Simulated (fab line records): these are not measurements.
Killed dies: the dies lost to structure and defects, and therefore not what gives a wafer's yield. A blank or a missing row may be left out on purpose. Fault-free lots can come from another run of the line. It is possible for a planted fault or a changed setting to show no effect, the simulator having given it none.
What tool caused it?	flow rit cmos	7 lots, 21 wafers sampled, at 2 steps of a route of 202

== WHAT EACH GAUGE READ, for each wafer ==
RIT_NRETRO_TW_MEAS_10.
lot	measured	on	NRETRO_TW
L802	day 2 16:22	film metro-02	1045 1048 1044
L805	day 3 06:44	film metro-04	1047 1048 1047
L808	day 3 23:14	film metro-01	1049 1051 1047
L810	day 4 08:22	film metro-04	1056 1055 1051
L816	day 5 16:41	film metro-02	1045 1048 1047
L820	day 6 12:04	film metro-01	1055 1055 1052
L822	day 7 03:20	film metro-02	1165 1163 1159

== WHICH TOOL RAN EACH LOT (tool, then ch and the chambers of the sampled wafers, then the start) ==
lot	RIT_NRETRO_IMPLANT_08
L802	implanter-01 ch 0, day 2 16:02
L805	implanter-02 ch 0, day 3 06:25
L808	implanter-02 ch 0, day 3 22:55
L810	implanter-02 ch 0, day 4 08:02
L816	implanter-03 ch 0, day 5 16:22
L820	implanter-02 ch 0, day 6 11:45
L822	implanter-01 ch 0, day 7 03:01
- RIT_NRETRO_IMPLANT_08

== THE ANSWER, worked out from the rows above alone ==
Rule: usual is defined by the lots themselves. Put in order of their means at a reading, lots are off if they are a third of the lots or fewer, leave a main group of 4 or more, and stand apart from it by a gap of 3 or more times the standard deviation of the main group's means; of several such gaps the widest counts. If all means in a main group match to the digits the tables above print for the reading, that group is not used. Also off: a lot with no number at a reading for which 4 or more lots have one. The other lots that the step has rows for count as sound.
Off: at RIT_NRETRO_TW_MEAS_10 (NRETRO_TW), L822. Mean 1049 and standard deviation 3.4 in the main group.
A tool fits if, at a process step before that reading, it ran every lot that is off, and no sound lot after the first of them. The gauges at RIT_NRETRO_TW_MEAS_10 are tried like those tools. Undecided on this evidence; 2 tools fit (implanter-01 at RIT_NRETRO_IMPLANT_08, film metro-02 at RIT_NRETRO_TW_MEAS_10).

== WHAT WAS PUT IN BY THE SIMULATOR ==
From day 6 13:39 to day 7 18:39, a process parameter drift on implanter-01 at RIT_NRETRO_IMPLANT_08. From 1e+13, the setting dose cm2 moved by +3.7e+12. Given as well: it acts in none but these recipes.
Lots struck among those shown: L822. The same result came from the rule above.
